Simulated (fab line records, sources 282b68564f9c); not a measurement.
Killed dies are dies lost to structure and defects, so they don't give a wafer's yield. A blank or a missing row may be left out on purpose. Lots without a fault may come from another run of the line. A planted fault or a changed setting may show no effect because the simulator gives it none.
Problem report in the 8D (eight disciplines) form, filled by code | flow rit_cmos | the parts of the form that need people (team, actions taken, sign-off) are left out

1. THE PROBLEM
PSD_TW at RIT_PSD_TW_MEAS_10 reads a mean of 3064 on 9 wafers of 3 lots; wafers without a fault read 3416 with a standard deviation of 14. That is -25 standard deviations from the usual mean.
First seen on wafer L551.3, day 4 14:49, on film_metro-03. The record holds 42 wafers of 14 lots with a number at this step. Rule for "out", or "out of limits": more than 4 standard deviations from the usual mean. The other wafers with a number count as sound.

2. WHAT IT IS AND WHAT IT IS NOT
question                    | is                     | is not
which readings at this step | PSD_TW                 | -
which lots                  | L551, L553, L555       | L544, L545, L546, L547, L548, L549, L550, L561, L562, L564, L566
which wafers of those lots  | all that have a number | -
read on which gauges        | film_metro-03          | film_metro-02, film_metro-04
when                        | from day 4 14:49       | up to then (21 sound wafers); but 12 sound wafers of L561, L562, L564, L566 came after

3. SUSPECTS, AND WHAT RULES EACH OUT
Counting: a tool at a process step up to the reading stays a suspect if it ran every lot that is out and no sound lot after the first of them.
- the gauge at RIT_PSD_TW_MEAS_10: ruled out. All the wafers that are out were read on film_metro-03, but those of them that RIT_PSD_IMPLANT_08 has rows for are out there too, on other tools.
- implanter-01 at RIT_PSD_IMPLANT_08: kept. It ran every lot that is out, first L551 (day 4 14:31), and no sound lot after that; its last sound lot up to then is L550 (day 4 09:27). Its own readings are out on those wafers: dose_ions_cm2, faraday_current_uA.
Left after counting: implanter-01 at RIT_PSD_IMPLANT_08.

4. THE CAUSE (what the simulator had put in)
Process parameter drift: implanter-01, from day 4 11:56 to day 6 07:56, at RIT_PSD_IMPLANT_08. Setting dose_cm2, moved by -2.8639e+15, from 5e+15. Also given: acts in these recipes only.
Counting left only this tool.

5. THE CHAIN OF EFFECTS, in route order
Each row: a reading whose mean over the struck wafers that have a number lies more than 3 standard deviations from the usual. Only readings for which the record gives a usual standard deviation are gone through. hours: the time from each lot's start at the first step in this table that gives one to its start at this step, as a median over the lots. sigmas: the change in usual standard deviations.
hours | step                    | reading            | usual        | on struck wafers | change     | sigmas
0     | RIT_PSD_IMPLANT_08      | dose_ions_cm2      | 4.999e+15    | 2.134e+15        | -2.865e+15 | -99 or more
0     | RIT_PSD_IMPLANT_08      | faraday_current_uA | 12011        | 6625             | -5386      | -4.5
0     | RIT_PSD_TW_MEAS_10      | PSD_TW             | 3416         | 3064             | -352       | -25
1     | RIT_SDANNEAL_RS_MEAS_04 | PSD_RS             | 115.9 ohm/sq | 128.4            | +12.5      | +39
The process steps in it:
- RIT_PSD_IMPLANT_08

6. WHAT WOULD HAVE CAUGHT IT SOONER
In this record the first reading out of limits at a measuring or inspecting step was taken at day 4 14:49, 3 hours after the fault began at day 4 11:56.
The tool's own readings at RIT_PSD_IMPLANT_08 were out on every struck wafer that the step has a row for (dose_ions_cm2, faraday_current_uA): an alarm limit on them would have fired on the first of those.
Of the lots that are out (3), L553, L555 began RIT_PSD_IMPLANT_08 on implanter-01 after day 4 14:49. A hold on the tool at that time would have spared those 2.
